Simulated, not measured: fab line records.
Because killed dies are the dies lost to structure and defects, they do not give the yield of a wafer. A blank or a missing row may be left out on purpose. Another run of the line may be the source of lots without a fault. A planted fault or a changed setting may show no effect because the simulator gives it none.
fab line records	flow ritCmos
record: lots: 6	wafers: 18	lastDay: 7
route steps=202 shown FOX2@24 NWELL@28 PWELL@39 WELLDRIVE@50 M1@202
lots that met no fault: taken from a fault-free run of the same line
startH: hours from the record's first day to the start of the lot's first wafer shown	waitH: time in hours since the lot's previous step	" the same as in the row above	L1.1+2: one row covering several wafers at once	- no value, or no start was given	* or withheld: withheld	< > ~ a bound
route shown NAME@n: a module of which the file shows steps, and the number in the route of the first	usual: mean/standard deviation taken from wafers without a fault	same: alike in all rows	chamber/n: place in a boat	sites: the reading at each site	_std_site: standard deviation of those values	_edge_site: mean of outer sites minus mean of inner sites	radiusMm: how far each site lies from the wafer's centre	mask NAME#n: copy n	behind: tool/chamber where the wafer was last shaped	hold: the reason the lot was held/the length of the hold in hours/how it ended	device: the n, p or np transistor that did not switch	end of line: the route-end tests of the same wafers	a step given without rows: its recipe and nothing more	killed: dies lost to structure and defects at the first sort, not the wafer's yield	map: the dies of a wafer, with x for killed, . for not killed, _ for no die there
set.NAME: the setting as run; set.NAME@STEP: as run at that earlier step	model.NAME: the simulator's own value behind a step, which no gauge read
lots at some steps of the route; a table a step, a row a wafer
services: a tool's chamber out of use, with start hour (startH, from the record's first day; less than 0 if before it), hours out, and reason
== steps ==
step: RIT_FOX2_THK_MEAS_01
recipe: reads: SiO2_of_FOX2_OXIDATION_00
usual: FOX2_OXIDE_THK: 352/6.2
lot.wafer	tool	chamber	startH	waitH	FOX2_OXIDE_THK[nm]
L296.4	filmMetro-03	-	60.23	0.0	352
L296.5	"	-	"	"	355
L296.6	"	-	"	"	354
L297.1	filmMetro-04	-	62.23	0.0	354
L297.4	"	-	"	"	355
L297.5	"	-	"	"	358
L298.1	filmMetro-04	-	65.69	0.0	355
L298.2	"	-	"	"	353
L298.4	"	-	"	"	355
L302.1	filmMetro-02	-	89.63	0.0	353
L302.4	"	-	"	"	350
L302.6	"	-	"	"	343
L303.2	filmMetro-02	-	91.93	0.0	358
L303.4	"	-	"	"	358
L303.6	"	-	"	"	353
L311.2	filmMetro-04	-	130.35	0.0	353
L311.5	"	-	"	"	352
L311.6	"	-	"	"	353
step: RIT_FOX2_CLEAN_02
recipe: chemistry: dHF	dilution: 50:1	timeS: 180
step: RIT_FOX2_WET_ETCH_03
recipe: chemistry: H3PO4	target: Si3N4	targetDepthNm: 195	tempC: 165	timeS: 2700
step: RIT_FOX2_THK_MEAS_90
recipe: reads: SiO2_of_FOX2_OXIDATION_00
usual: FIELD_OXIDE_LEFT_1_THK: 324/6.2
lot.wafer	tool	chamber	startH	waitH	FIELD_OXIDE_LEFT_1_THK[nm]
L296.4	filmMetro-04	-	61.18	0.0	325
L296.5	"	-	"	"	327
L296.6	"	-	"	"	326
L297.1	filmMetro-04	-	63.11	0.0	327
L297.4	"	-	"	"	327
L297.5	"	-	"	"	331
L298.1	filmMetro-02	-	66.64	0.0	328
L298.2	"	-	"	"	326
L298.4	"	-	"	"	328
L302.1	filmMetro-03	-	90.51	0.0	326
L302.4	"	-	"	"	324
L302.6	"	-	"	"	316
L303.2	filmMetro-04	-	92.81	0.0	330
L303.4	"	-	"	"	330
L303.6	"	-	"	"	325
L311.2	filmMetro-04	-	131.23	0.0	325
L311.5	"	-	"	"	324
L311.6	"	-	"	"	325
step: RIT_NWELL_HMDS_00
recipe: primeTimeS: 60	primeTempC: 140
step: RIT_NWELL_COAT_01
recipe: resist: NOVOLAK	spinRpm: 2000	resistThkNm: 1300
step: RIT_NWELL_SOFTBAKE_02
recipe: resist: NOVOLAK	tempC: 90	timeS: 60
step: RIT_NWELL_EXPOSE_03
recipe: maskId: M2	na: 0.57	targetCdNm: 43900	doseMj: 250
step: RIT_NWELL_PEB_04
recipe: resist: NOVOLAK	tempC: withheld	timeS: withheld
step: RIT_NWELL_DEVELOP_05
recipe: resist: NOVOLAK	developTimeS: 68	devTempC: 23
step: RIT_NWELL_OVL_MEAS_06
usual: NWELL_OVL: 0.6/1.3
lot.wafer	tool	chamber	startH	waitH	NWELL_OVL[nm]
L296.4	overlay-01	-	62.15	-	-0.9
L296.5	"	-	"	"	-1.3
L296.6	"	-	"	"	-0.3
L297.1	overlay-02	-	64.18	-	-0.9
L297.4	"	-	"	"	-0.5
L297.5	"	-	"	"	-2.4
L298.1	overlay-02	-	67.70	-	2.2
L298.2	"	-	"	"	1.8
L298.4	"	-	"	"	0.6
L302.1	overlay-01	-	91.58	-	-0.8
L302.4	"	-	"	"	-1.4
L302.6	"	-	"	"	-1.9
L303.2	overlay-02	-	93.87	-	1.6
L303.4	"	-	"	"	1.9
L303.6	"	-	"	"	2.8
L311.2	overlay-02	-	132.33	-	0.0
L311.5	"	-	"	"	-0.5
L311.6	"	-	"	"	0.6
step: RIT_NWELL_HARDBAKE_07
recipe: resist: NOVOLAK	tempC: 140	timeS: 120
step: RIT_NWELL_IMPLANT_08
recipe: species: P	energyKev: 170	doseCm2: 5e+13	tiltDeg: 7
usual: beamOnS: 9.99/0.19	endStationPressureTorr: 5.14e-06/2.7e-07	faradayCurrentUA: 158.8/2.9
lot.wafer	tool	chamber	startH	waitH	beamOnS	endStationPressureTorr	faradayCurrentUA
L296.4	implanter-04	0	62.49	0.2	9.98	5.22e-06	158.8
L296.5	"	0	"	"	9.98	5.18e-06	158.6
L296.6	"	0	"	"	10.52	5.8e-06	149.7
L297.1	implanter-02	0	64.46	0.2	10.14	4.55e-06	157.2
L297.4	"	0	"	"	9.89	5e-06	160.3
L297.5	"	0	"	"	9.94	5.15e-06	159.7
L298.1	implanter-02	0	67.99	0.2	11.10	4.924e-05	144.3
L298.2	"	0	"	"	10.74	5.205e-05	148.6
L298.4	"	0	"	"	10.87	5.063e-05	147.7
L302.1	implanter-02	0	91.86	0.2	11.37	5.05e-05	141.2
L302.4	"	0	"	"	11.14	4.999e-05	143.6
L302.6	"	0	"	"	11.05	4.997e-05	145.1
L303.2	implanter-01	0	94.18	0.2	10.11	5.56e-06	157.2
L303.4	"	0	"	"	10.07	5.14e-06	157.0
L303.6	"	0	"	"	9.98	4.99e-06	159.1
L311.2	implanter-01	0	132.64	0.2	10.02	5.55e-06	157.9
L311.5	"	0	"	"	10.38	4.98e-06	152.4
L311.6	"	0	"	"	9.57	4.78e-06	165.0
step: RIT_NWELL_STRIP_09
recipe: chemistry: O2	timeS: 180	resist: NOVOLAK	platenTempC: withheld	powerW: 500	pressureMtorr: 4000	o2FlowSccm: 4000
usual: drypumpMotorCurrentA: 5.68/0.28
lot.wafer	tool	chamber	startH	waitH	drypumpMotorCurrentA	rfHoursCounterH
L296.4	plasmaAsher-03	0	62.63	0.1	5.35	-
L296.5	"	0	"	"	5.36	-
L296.6	"	1	"	"	5.73	-
L297.1	plasmaAsher-01	0	64.61	0.1	5.74	39
L297.4	"	1	"	"	6.06	-
L297.5	"	1	"	"	6.08	-
L298.1	plasmaAsher-01	0	68.14	0.1	5.74	40
L298.2	"	1	"	"	6.06	40
L298.4	"	1	"	"	6.03	-
L302.1	plasmaAsher-01	1	92.01	0.1	6.05	42
L302.4	"	1	"	"	6.05	-
L302.6	"	1	"	"	6.07	-
L303.2	plasmaAsher-01	0	94.30	0.1	5.73	43
L303.4	"	1	"	"	6.04	-
L303.6	"	1	"	"	6.04	-
L311.2	plasmaAsher-01	0	132.76	0.1	5.73	48
L311.5	"	0	"	"	5.74	-
L311.6	"	1	"	"	6.09	-
step: RIT_NWELL_TW_MEAS_10
usual: NWELL_TW: 2141/13
lot.wafer	tool	chamber	startH	waitH	NWELL_TW
L296.4	filmMetro-03	-	62.77	0.1	2119
L296.5	"	-	"	"	2141
L296.6	"	-	"	"	2141
L297.1	filmMetro-04	-	64.79	0.1	2153
L297.4	"	-	"	"	2144
L297.5	"	-	"	"	2154
L298.1	filmMetro-04	-	68.31	0.1	2219
L298.2	"	-	"	"	2227
L298.4	"	-	"	"	2224
L302.1	filmMetro-03	-	92.19	0.1	2207
L302.4	"	-	"	"	2216
L302.6	"	-	"	"	2208
L303.2	filmMetro-04	-	94.49	0.1	2136
L303.4	"	-	"	"	2134
L303.6	"	-	"	"	2141
L311.2	filmMetro-01	-	132.95	0.1	2125
L311.5	"	-	"	"	2126
L311.6	"	-	"	"	2133
step: RIT_PWELL_HMDS_00
recipe: primeTimeS: 60	primeTempC: 140
step: RIT_PWELL_COAT_01
recipe: resist: NOVOLAK	spinRpm: 2000	resistThkNm: 1300
step: RIT_PWELL_SOFTBAKE_02
recipe: resist: NOVOLAK	tempC: 90	timeS: 60
step: RIT_PWELL_EXPOSE_03
recipe: maskId: M3	na: 0.57	targetCdNm: 43700	doseMj: 250
step: RIT_PWELL_PEB_04
recipe: resist: NOVOLAK	tempC: withheld	timeS: withheld
step: RIT_PWELL_DEVELOP_05
recipe: resist: NOVOLAK	developTimeS: 68	devTempC: 23
step: RIT_PWELL_OVL_MEAS_06
usual: PWELL_OVL: -0.1/1.4
lot.wafer	tool	chamber	startH	waitH	PWELL_OVL[nm]
L296.4	overlay-02	-	63.82	-	1.0
L296.5	"	-	"	"	2.7
L296.6	"	-	"	"	1.4
L297.1	overlay-01	-	65.73	-	-1.6
L297.4	"	-	"	"	-0.5
L297.5	"	-	"	"	-3.2
L298.1	overlay-02	-	69.38	-	1.4
L298.2	"	-	"	"	-1.2
L298.4	"	-	"	"	1.8
L302.1	overlay-01	-	93.25	-	-0.8
L302.4	"	-	"	"	-0.5
L302.6	"	-	"	"	-2.0
L303.2	overlay-02	-	95.76	-	0.1
L303.4	"	-	"	"	2.2
L303.6	"	-	"	"	0.0
L311.2	overlay-02	-	134.01	-	0.8
L311.5	"	-	"	"	-0.4
L311.6	"	-	"	"	1.2
step: RIT_PWELL_HARDBAKE_07
recipe: resist: NOVOLAK	tempC: 140	timeS: 120
step: RIT_PWELL_IMPLANT_08
recipe: species: B	energyKev: 170	doseCm2: 7e+13	tiltDeg: 7
step: RIT_PWELL_STRIP_09
recipe: chemistry: O2	timeS: 180	resist: NOVOLAK	platenTempC: withheld	powerW: 500	pressureMtorr: 4000	o2FlowSccm: 4000
usual: drypumpMotorCurrentA: 5.66/0.27
lot.wafer	tool	chamber	startH	waitH	drypumpMotorCurrentA	rfHoursCounterH
L296.4	plasmaAsher-04	1	64.30	0.1	5.80	-
L296.5	"	0	"	"	5.18	-
L296.6	"	1	"	"	5.75	-
L297.1	plasmaAsher-04	1	66.17	0.1	5.77	43
L297.4	"	1	"	"	5.81	-
L297.5	"	1	"	"	5.80	-
L298.1	plasmaAsher-03	0	69.82	0.1	5.37	43
L298.2	"	1	"	"	5.74	43
L298.4	"	0	"	"	5.38	-
L302.1	plasmaAsher-02	1	93.69	0.1	6.00	29
L302.4	"	0	"	"	5.78	-
L302.6	"	1	"	"	6.01	-
L303.2	plasmaAsher-03	1	96.24	0.1	5.73	45
L303.4	"	1	"	"	5.74	-
L303.6	"	0	"	"	5.37	-
L311.2	plasmaAsher-02	0	134.44	0.1	5.76	35
L311.5	"	1	"	"	6.01	-
L311.6	"	0	"	"	5.78	-
step: RIT_PWELL_TW_MEAS_10
usual: PWELL_TW: 949/6.5
lot.wafer	tool	chamber	startH	waitH	PWELL_TW
L296.4	filmMetro-04	-	64.45	0.1	956
L296.5	"	-	"	"	958
L296.6	"	-	"	"	955
L297.1	filmMetro-01	-	66.34	0.1	943
L297.4	"	-	"	"	936
L297.5	"	-	"	"	941
L298.1	filmMetro-03	-	69.99	0.1	945
L298.2	"	-	"	"	945
L298.4	"	-	"	"	948
L302.1	filmMetro-03	-	93.87	0.1	953
L302.4	"	-	"	"	956
L302.6	"	-	"	"	955
L303.2	filmMetro-01	-	96.43	0.1	943
L303.4	"	-	"	"	946
L303.6	"	-	"	"	947
L311.2	filmMetro-01	-	134.62	0.1	941
L311.5	"	-	"	"	948
L311.6	"	-	"	"	948
step: RIT_WELLDRIVE_ANNEAL_00
recipe: tempC: 1100	timeS: 14700	ambient: N2
step: RIT_WELLDRIVE_RS_MEAS_01
recipe: thkMeasGauge: four-point-probe
usual: NWELL_RS: 275.8/0.85
lot.wafer	tool	chamber	startH	waitH	NWELL_RS[ohm/sq]
L296.4	filmMetro-03	-	71.09	0.1	275.3
L296.5	"	-	"	"	274.8
L296.6	"	-	"	"	276.1
L297.1	filmMetro-04	-	74.19	0.0	275.9
L297.4	"	-	"	"	275.0
L297.5	"	-	"	"	274.9
L298.1	filmMetro-04	-	79.27	0.0	260.8
L298.2	"	-	"	"	260.3
L298.4	"	-	"	"	259.2
L302.1	filmMetro-04	-	99.80	0.0	259.3
L302.4	"	-	"	"	258.8
L302.6	"	-	"	"	259.2
L303.2	filmMetro-01	-	102.21	0.0	277.2
L303.4	"	-	"	"	276.6
L303.6	"	-	"	"	276.3
L311.2	filmMetro-04	-	140.13	0.0	276.3
L311.5	"	-	"	"	276.0
L311.6	"	-	"	"	275.8
step: RIT_WELLDRIVE_RS_MEAS_02
recipe: thkMeasGauge: four-point-probe
usual: PWELL_RS: 430.4/1.3
lot.wafer	tool	chamber	startH	waitH	PWELL_RS[ohm/sq]
L296.4	filmMetro-03	-	71.21	0.1	430.2
L296.5	"	-	"	"	429.6
L296.6	"	-	"	"	430.3
L297.1	filmMetro-04	-	74.31	0.1	431.3
L297.4	"	-	"	"	431.4
L297.5	"	-	"	"	431.0
L298.1	filmMetro-04	-	79.39	0.1	430.9
L298.2	"	-	"	"	431.8
L298.4	"	-	"	"	431.2
L302.1	filmMetro-04	-	99.92	0.1	430.4
L302.4	"	-	"	"	429.9
L302.6	"	-	"	"	429.5
L303.2	filmMetro-01	-	102.33	0.1	433.1
L303.4	"	-	"	"	432.1
L303.6	"	-	"	"	432.7
L311.2	filmMetro-04	-	140.25	0.1	429.8
L311.5	"	-	"	"	430.0
L311.6	"	-	"	"	430.2
step: RIT_M1_PROBE_99
usual: killedAtContacts: 0.1/0.37	killedAtFrontEnd: 6.9/2.9	killedDies: 7.1/2.9	killedOpen: 3.3/1.8	killedShort: 3.6/2.2
same: grossDies: 264	killed_at_M0_to_M3: 0	killed_at_M4_up: 0	killedAtBackSide: 0	killedAtOther: 0
lot.wafer	tool	chamber	startH	waitH	killedAtContacts	killedAtFrontEnd	killedDies	killedOpen	killedShort	model.etest.nwellPinched.rsOhmSq	model.etest.wellEdgeLeft.lineOhmUm	model.etest.wellEdgeRight.lineOhmUm	model.etest.fieldPMetal.vtV	model.etest.fieldP.vtV	model.etest.isoNwellNwell.bvV	model.etest.diodePplusNwell.bvV	model.etest.vpnp.gain
L296.4	prober-02	-	104.91	0.2	1	11	12	2	10	337.7	181.9	179.7	-29.39	-12.74	21.17	6.746	1.065
L296.5	prober-02	-	104.96	0.2	0	9	9	7	2	337.7	181	181.7	-29.12	-12.72	21.92	6.678	1.059
L296.6	prober-02	-	105.01	0.2	1	8	9	6	3	332.5	181.3	182.4	-29.8	-12.78	21.69	6.595	1.052
L297.1	prober-01	-	106.96	0.1	0	4	4	3	1	335.4	181.7	180.9	-28.8	-12.53	22.07	6.647	1.053
L297.4	prober-01	-	107.11	0.2	0	7	7	4	3	338.2	182.1	180.2	-28.79	-12.52	22.08	6.638	1.073
L297.5	prober-01	-	107.16	0.2	1	12	13	7	6	342.6	184.3	182.5	-28.55	-12.52	22.38	6.677	1.076
L298.1	prober-02	-	111.83	0.1	0	11	11	3	8	319.3	172	170.5	-29.44	-13.1	22	6.465	0.9652
L298.2	prober-02	-	111.88	0.1	0	11	11	4	7	317.5	168.1	168.9	-29.73	-13.16	21.78	6.42	0.9579
L298.4	prober-02	-	111.98	0.2	1	8	9	7	1	318.4	172.1	171.9	-29.72	-13.14	22	6.383	0.9435
L302.1	prober-02	-	131.97	0.1	0	9	9	5	4	320.6	168.1	169.1	-31.25	-13.66	21.49	6.581	1.012
L302.4	prober-02	-	132.12	0.2	0	9	9	6	3	318.7	169.2	167.5	-31.89	-13.75	21.69	6.61	1.041
L302.6	prober-02	-	132.22	0.2	0	10	10	4	6	319.8	170	169.5	-32.36	-13.71	21.35	6.665	1.035
L303.2	prober-01	-	133.52	0.1	0	8	8	2	6	340.9	182.6	179.7	-28.56	-12.69	22.43	6.622	1.065
L303.4	prober-01	-	133.62	0.2	0	4	4	3	1	340.5	184.3	184.9	-29.02	-12.69	22.54	6.695	1.05
L303.6	prober-01	-	133.72	0.2	0	7	7	3	4	338.2	183.2	184.8	-28.96	-12.63	22.41	6.642	1.044
L311.2	prober-01	-	174.23	0.1	0	9	9	7	2	340.4	180.3	181.5	-28.59	-12.56	22.08	6.574	1.04
L311.5	prober-01	-	174.38	0.2	0	9	9	4	5	336.8	181	182.6	-29.31	-12.52	22.41	6.534	1.016
L311.6	prober-01	-	174.43	0.2	0	7	7	2	5	339	180.7	183.8	-29.3	-12.53	22.37	6.556	1.033
killed by level:class
L296.4 GATE:geometricParticle:short=3 FOX1:geometricParticle:short=2 SPACER:geometricParticle:short=2 FOX1:geometricParticle:open=1 FOX2:geometricParticle:short=1 FOX2:geometricParticle:open=1 SILICIDE:geometricParticle:short=1 CONTACT:geometricParticle:short=1
L296.5 SPACER:geometricParticle:open=3 GATE:geometricParticle:open=2 SILICIDE:geometricParticle:open=2 REOX:geometricParticle:short=1 SILICIDE:geometricParticle:short=1
L296.6 FOX2:geometricParticle:open=2 FOX1:geometricParticle:open=1 GATE:geometricParticle:open=1 REOX:geometricParticle:open=1 SPACER:geometricParticle:short=1 SILICIDE:geometricParticle:open=1 SILICIDE:geometricParticle:short=1 CONTACT:geometricParticle:short=1
L297.1 GATE:geometricParticle:open=2 GATE:geometricParticle:short=1 SILICIDE:geometricParticle:open=1
L297.4 SPACER:geometricParticle:short=2 ACTIVE:geometricParticle:short=1 FOX1:geometricParticle:open=1 GATE:geometricParticle:open=1 REOX:geometricParticle:open=1 SPACER:geometricParticle:open=1
L297.5 GATE:geometricParticle:open=5 GATE:geometricParticle:short=4 SPACER:geometricParticle:short=1 SPACER:geometricParticle:open=1 SILICIDE:geometricParticle:short=1 CONTACT:geometricParticle:open=1
L298.1 GATE:geometricParticle:short=3 FOX1:geometricParticle:short=2 GATE:geometricParticle:open=2 SPACER:geometricParticle:short=2 FOX1:geometricParticle:open=1 SILICIDE:geometricParticle:short=1
L298.2 GATE:geometricParticle:short=4 FOX1:geometricParticle:short=2 GATE:geometricParticle:open=2 REOX:geometricParticle:open=1 SPACER:geometricParticle:open=1 SPACER:geometricParticle:short=1
L298.4 GATE:geometricParticle:open=2 REOX:geometricParticle:open=2 SPACER:geometricParticle:open=2 GATE:geometricParticle:short=1 SILICIDE:geometricParticle:open=1 CONTACT:coatMicrobubblePrinted=1
L302.1 SPACER:geometricParticle:open=3 FOX1:geometricParticle:short=2 FOX1:geometricParticle:open=1 GATE:geometricParticle:open=1 GATE:geometricParticle:short=1 SPACER:geometricParticle:short=1
L302.4 GATE:geometricParticle:open=2 SILICIDE:geometricParticle:open=2 FOX1:geometricParticle:open=1 GATE:geometricParticle:short=1 SPACER:geometricParticle:open=1 SPACER:geometricParticle:short=1 SILICIDE:geometricParticle:short=1
L302.6 FOX1:geometricParticle:open=3 GATE:geometricParticle:short=2 SPACER:geometricParticle:short=2 FOX1:geometricParticle:short=1 SPACER:geometricParticle:open=1 SILICIDE:geometricParticle:short=1
L303.2 GATE:geometricParticle:short=4 FOX2:geometricParticle:short=1 FOX2:geometricParticle:open=1 GATE:geometricParticle:open=1 SPACER:geometricParticle:short=1
L303.4 GATE:geometricParticle:open=1 GATE:geometricParticle:short=1 REOX:geometricParticle:open=1 SILICIDE:geometricParticle:open=1
L303.6 FOX1:geometricParticle:open=2 FOX2:geometricParticle:short=1 GATE:geometricParticle:short=1 SPACER:geometricParticle:short=1 SPACER:geometricParticle:open=1 SILICIDE:geometricParticle:short=1
L311.2 GATE:geometricParticle:open=3 REOX:geometricParticle:open=2 FOX1:geometricParticle:open=1 FOX2:geometricParticle:short=1 GATE:geometricParticle:short=1 SILICIDE:geometricParticle:open=1
L311.5 FOX1:geometricParticle:short=3 REOX:geometricParticle:open=2 FOX1:geometricParticle:open=1 GATE:geometricParticle:short=1 REOX:geometricParticle:short=1 SPACER:geometricParticle:open=1
L311.6 FOX1:geometricParticle:short=1 GATE:geometricParticle:open=1 GATE:geometricParticle:short=1 SPACER:geometricParticle:short=1 SILICIDE:geometricParticle:short=1 SILICIDE:geometricParticle:open=1 STARTING-WAFER:geometricParticle:short=1
== services ==
tool	chamber	startH	hours	kind
implanter-02	-	57.82	3.9	pm
plasmaAsher-02	-	58.08	9.8	repair
plasmaAsher-02	-	67.84	9.9	pm
plasmaAsher-04	-	94.35	2.1	repair
plasmaAsher-04	-	100.74	0.8	repair
plasmaAsher-03	-	108.75	9.0	pm
plasmaAsher-03	0	108.75	9.0	ventCycle
plasmaAsher-03	1	108.75	9.0	ventCycle
plasmaAsher-03	0	117.75	-	clean
plasmaAsher-03	1	117.75	-	clean
== key ==
firstSign: step: RIT_NWELL_IMPLANT_08	reading: endStationPressureTorr	direction: up	sigmas: 99+	usual: 5.14e-06	struck: 5.04e-05
effect: step: RIT_NWELL_IMPLANT_08	reading: beamOnS	direction: up	sigmas: 5.6	usual: 9.99	struck: 11.05
effect: step: RIT_NWELL_TW_MEAS_10	reading: NWELL_TW	direction: up	sigmas: 5.7	usual: 2141	struck: 2217
effect: step: RIT_WELLDRIVE_RS_MEAS_01	reading: NWELL_RS	direction: down	sigmas: 19	usual: 275.8	struck: 259.6
modelEffect: step: RIT_M1_PROBE_99	value: etest.nwellPinched.rsOhmSq	without: 340.6	struck: 319.1
metAt RIT_NWELL_IMPLANT_08
struckWafers L298.1,L298.2,L298.4,L302.1,L302.4,L302.6
testerLeftOut L298,L302
onsetBetween 64.46 67.99
fault: kind: processParameterDrift	tool: implanter-02	chamber: -	onsetH: 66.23	steps: RIT_NWELL_IMPLANT_08	channel: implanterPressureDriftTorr	offset: 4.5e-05	shape: step	endH: 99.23
fault: kind: processParameterDrift	tool: implanter-02	chamber: -	onsetH: 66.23	steps: RIT_NWELL_IMPLANT_08	channel: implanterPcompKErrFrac	offset: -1	shape: step	endH: 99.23
testerLeftOut: of these lots the tester's yield and bins aren't shown, on N5 and GAA mostly nor the transistor test; their killed dies are dies lost to structure and defects alone, not to doping, threshold or leakage, so they don't give the yield
